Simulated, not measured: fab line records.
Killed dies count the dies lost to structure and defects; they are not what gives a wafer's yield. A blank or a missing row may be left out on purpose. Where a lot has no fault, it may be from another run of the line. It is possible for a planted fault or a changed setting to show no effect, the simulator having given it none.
Check for tools in common | flow rit cmos | 42 wafers sampled across 14 lots

== WHY IT WAS OPENED ==
2 of 14 lots carry a flag on the reading FOX2_OXIDE_THK at RIT_FOX2_THK_MEAS_01. Fault-free wafers read 351 nm, with a standard deviation of 5.
Rule: flag the lot when none of its wafers has a number, or when each of its wafers that has one lies beyond 4 standard deviations from that mean. All remaining lots are regarded as sound.

lot  | measured    | on            | FOX2_OXIDE_THK (nm), wafer by wafer | flag
L325 | day 2 00:13 | film metro-02 | 353 347 344                         |
L326 | day 2 07:07 | film metro-02 | 346 355 353                         |
L327 | day 2 11:31 | film metro-02 | 352 353 359                         |
L328 | day 2 15:22 | film metro-01 | 356 356 355                         |
L329 | day 2 22:58 | film metro-04 | 344 351 341                         |
L330 | day 3 02:29 | film metro-04 | 352 356 352                         |
L331 | day 3 07:17 | film metro-01 | 352 358 348                         |
L332 | day 3 16:31 | film metro-01 | 352 352 352                         |
L333 | day 3 19:10 | film metro-01 | 360 358 359                         |
L334 | day 4 00:10 | film metro-04 | 449 449 456                         | FLAGGED
L335 | day 4 03:44 | film metro-04 | 355 347 356                         |
L336 | day 4 08:56 | film metro-01 | 451 441 445                         | FLAGGED
L342 | day 5 18:02 | film metro-04 | 355 355 361                         |
L343 | day 5 21:44 | film metro-01 | 355 353 356                         |
On average the flagged lots' numbers are 448 nm, which is +98 nm against the usual, or +20 standard deviations.

== WHICH TOOL EACH LOT WENT THROUGH ==
The record keeps 1 process step preceding the reading, out of 202 steps on the route. Every cell lists first the tool, next ch and the chambers used by the sampled wafers, and last the start.
lot  | flag    | RIT_FOX2_OXIDATION_00
L325 |         | furnace-01 ch 0, day 1 22:54
L326 |         | furnace-03 ch 0, day 2 05:47
L327 |         | furnace-03 ch 0, day 2 10:10
L328 |         | furnace-03 ch 0, day 2 14:02
L329 |         | furnace-04 ch 0, day 2 21:38
L330 |         | furnace-03 ch 0, day 3 01:09
L331 |         | furnace-03 ch 0, day 3 05:58
L332 |         | furnace-01 ch 0, day 3 15:13
L333 |         | furnace-01 ch 0, day 3 17:51
L334 | FLAGGED | furnace-01 ch 0, day 3 22:50
L335 |         | furnace-04 ch 0, day 4 02:24
L336 | FLAGGED | furnace-01 ch 0, day 4 07:38
L342 |         | furnace-03 ch 0, day 5 16:43
L343 |         | furnace-03 ch 0, day 5 20:25
These steps, and what they do:
- RIT_FOX2_OXIDATION_00: target thk 350.7 nm, ox time 1130 s.
- RIT_FOX2_THK_MEAS_01

== FLAGGED OVER TOTAL, TOOL BY TOOL (the gauges that took the reading come last) ==
step                  | tool          | lots run | flagged | share of the flagged lots | sound lots run after its first flagged lot
RIT_FOX2_OXIDATION_00 | furnace-01    | 5        | 2       | all                       | 0
RIT_FOX2_OXIDATION_00 | furnace-03    | 7        | 0       | none                      | -
RIT_FOX2_OXIDATION_00 | furnace-04    | 2        | 0       | none                      | -
RIT_FOX2_THK_MEAS_01  | film metro-01 | 6        | 1       | some                      | 1 (L343)
RIT_FOX2_THK_MEAS_01  | film metro-02 | 3        | 0       | none                      | -
RIT_FOX2_THK_MEAS_01  | film metro-04 | 5        | 1       | some                      | 2 (L335,L342)

== WHAT IS ALLOWED BY THE TABLE ==
1 row of the table ran every flagged lot: furnace-01 at RIT_FOX2_OXIDATION_00.
- furnace-01 at RIT_FOX2_OXIDATION_00: 2 of its 5 lots flagged. Its last sound lot is L333 (day 3 17:51), its first flagged lot L334 (day 3 22:50): a fault that began between those two fits.
Left over: one tool, furnace-01 at RIT_FOX2_OXIDATION_00.

== WHAT THE SIMULATOR HAD PUT IN ==
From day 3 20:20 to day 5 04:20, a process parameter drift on furnace-01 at RIT_FOX2_OXIDATION_00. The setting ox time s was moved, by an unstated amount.
Shown lots that were struck: L334, L336. The rule given above showed the same thing.
